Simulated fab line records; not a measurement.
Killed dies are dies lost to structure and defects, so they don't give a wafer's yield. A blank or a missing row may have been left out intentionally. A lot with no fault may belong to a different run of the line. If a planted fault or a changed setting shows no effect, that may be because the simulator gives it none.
Problem report in the 8D (eight disciplines) form, filled by code | flow berkeley cmos170 | the parts of the form that need people (team, actions taken, sign-off) are left out

== 1. THE ISSUE ==
Across 6 wafers from 2 lots, WELLDRIVE_OXIDE_THK at UCB170_WELLDRIVE_THK_MEAS_02 averages 178 nm, while fault-free wafers read 201 nm with a standard deviation of 3.5. Relative to the usual mean, that is a shift of -6.5 standard deviations.
Earliest sighting: wafer L281.1 on film metro-01 at day 6 17:58. The record has a number at this step for 42 wafers belonging to 14 lots. The rule behind "out" and "out of limits": a value lying over 4 standard deviations away from the usual mean. The rest of the wafers with a number are treated as sound.

== 2. WHAT IT IS, AND WHAT IT ISN'T ==
question                    | is                           | is not
which readings at this step | WELLDRIVE_OXIDE_THK          | -
which lots                  | L280, L281                   | L268, L269, L270, L271, L272, L273, L283, L284, L285, L286, L287, L288
which wafers of those lots  | all that have a number       | -
read on which gauges        | film metro-01, film metro-03 | film metro-04
when                        | from day 6 17:58             | up to then (18 sound wafers); but 18 sound wafers of L283, L284, L285, L286, L287, L288 came after

== 3. SUSPECTS, AND WHAT RULES EACH OUT ==
Counting: a tool stays on the suspect list if, at a process step up to the reading, it processed all lots that are out and no sound lot following the first of them.
- the gauge at UCB170_WELLDRIVE_THK_MEAS_02 has been ruled out. Those wafers that are out were read across 2 gauges (film metro-01, film metro-03).
- furnace-02 at UCB170_WELLDRIVE_OXIDATION_01 (target thk 199 nm, ox time 9000 s): kept. All lots that are out passed through it, beginning with L280 at day 6 14:28, and no sound lot followed; its final sound lot before that point was L270 at day 4 12:46.
The count leaves furnace-02 at UCB170_WELLDRIVE_OXIDATION_01.

== 4. THE CAUSE (what the simulator had put in) ==
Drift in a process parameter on furnace-02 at UCB170_WELLDRIVE_OXIDATION_01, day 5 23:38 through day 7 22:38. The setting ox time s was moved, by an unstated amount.
Counting left only this tool.

== 5. THE CHAIN OF EFFECTS, in route order ==
Each row: a reading where the mean over the struck wafers with a number is more than 3 standard deviations away from the usual. Readings are gone through only where the record gives a usual standard deviation; hours: the median, over the lots, of the time from a lot's start at the first step in this table giving one to that lot's start at this step; sigmas: the change measured in usual standard deviations.
hours | step                         | reading             | usual  | on struck wafers | change | sigmas
0     | UCB170_WELLDRIVE_THK_MEAS_02 | WELLDRIVE_OXIDE_THK | 201 nm | 178              | -23    | -6.5
Later steps that measure or inspect, where all struck wafers having a row at the step show a number for every such reading and not one has moved that far: UCB170_SACOX_THK_MEAS_02.

== 6. HOW IT WOULD HAVE BEEN CAUGHT EARLIER ==
In this record the first reading out of limits at a measuring or inspecting step was taken at day 6 17:58, 18 hours after the fault began at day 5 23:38.
No tool reading at UCB170_WELLDRIVE_OXIDATION_01 that has a usual standard deviation in the record was out on any struck wafer, so an alarm limit of 4 standard deviations on those readings would not have fired.
Lots out: 2; all had begun UCB170_WELLDRIVE_OXIDATION_01 on furnace-02 by day 6 17:58. Tool hold at that time: it would have spared none of them.
